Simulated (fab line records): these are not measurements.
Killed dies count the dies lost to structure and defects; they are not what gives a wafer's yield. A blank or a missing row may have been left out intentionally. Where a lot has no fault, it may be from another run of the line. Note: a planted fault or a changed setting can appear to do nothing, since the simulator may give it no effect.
2 desks looking at one fault ; flow rit cmos ; every desk sees just its own numbers, and what lay behind them comes last

== METROLOGY DESK ==
Means of the sampled wafers that have a number, per lot and without regard to the tool the lot ran on: this is what the gauges read. If a lot's mean is further than 4 standard deviations from the usual mean, the lot is out of limits and carries the mark OUT (the distance appears in the brackets).
Columns: A = NRETRO_TW at RIT_NRETRO_TW_MEAS_10, usual 1053; B = PRETRO_OVL at RIT_PRETRO_OVL_MEAS_06, usual 0.1 nm; C = PRETRO_TW at RIT_PRETRO_TW_MEAS_10, usual 473.4
lot;first seen here;A;B;C
L745;day 3 07:25;1056;-0.4;478.1
L747;day 3 17:29;1054;0.8;471.0
L753;day 4 23:19;1052;-0.8;473.4
L760;day 6 10:06;1054;0.7;471.6
L761;day 6 15:19;1055;1.2;475.2
Finding of this desk: none of the 5 lots has anything out of limits.

== THE TOOL OWNER'S DESK: plasma asher-03 ==
The tool's own readings at RIT_PRETRO_STRIP_09 (strips in O2, time 180 s): means of the sampled wafers that have a number, for each lot that ran on this tool. If a lot's mean is further than 4 standard deviations from the usual mean, the lot is out of limits and carries the mark OUT (the distance appears in the brackets).
Columns: A = drypump motor current A at RIT_PRETRO_STRIP_09, usual 5.7 A; B = run length s at RIT_PRETRO_STRIP_09, usual 208.4 s
lot;first seen here;A;B
L745;day 3 08:47;5.8;208.5
L747;day 3 18:59;6.0;208.4
L753;day 5 00:41;5.5;27.5 (-99 or more) OUT
This desk's verdict: out of limits on L753, starting with L753 at day 5 00:41 (run length s at RIT_PRETRO_STRIP_09). L745, L747 stayed within limits.

== TAKEN TOGETHER ==
The tool owner's desk could have raised an alarm at day 5 00:41, on L753.
The metrology desk saw nothing out of limits.
The metrology desk has L753 on record, within its limits.
The lots listed all ran RIT_PRETRO_STRIP_09 on plasma asher-03.

== WHAT WAS PUT IN BY THE SIMULATOR ==
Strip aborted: plasma asher-03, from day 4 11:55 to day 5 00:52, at RIT_PRETRO_STRIP_09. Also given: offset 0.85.
Shown lots that were struck: L753.
Hours from the fault's start to each desk's first reading out of limits: the tool owner's desk, 13.
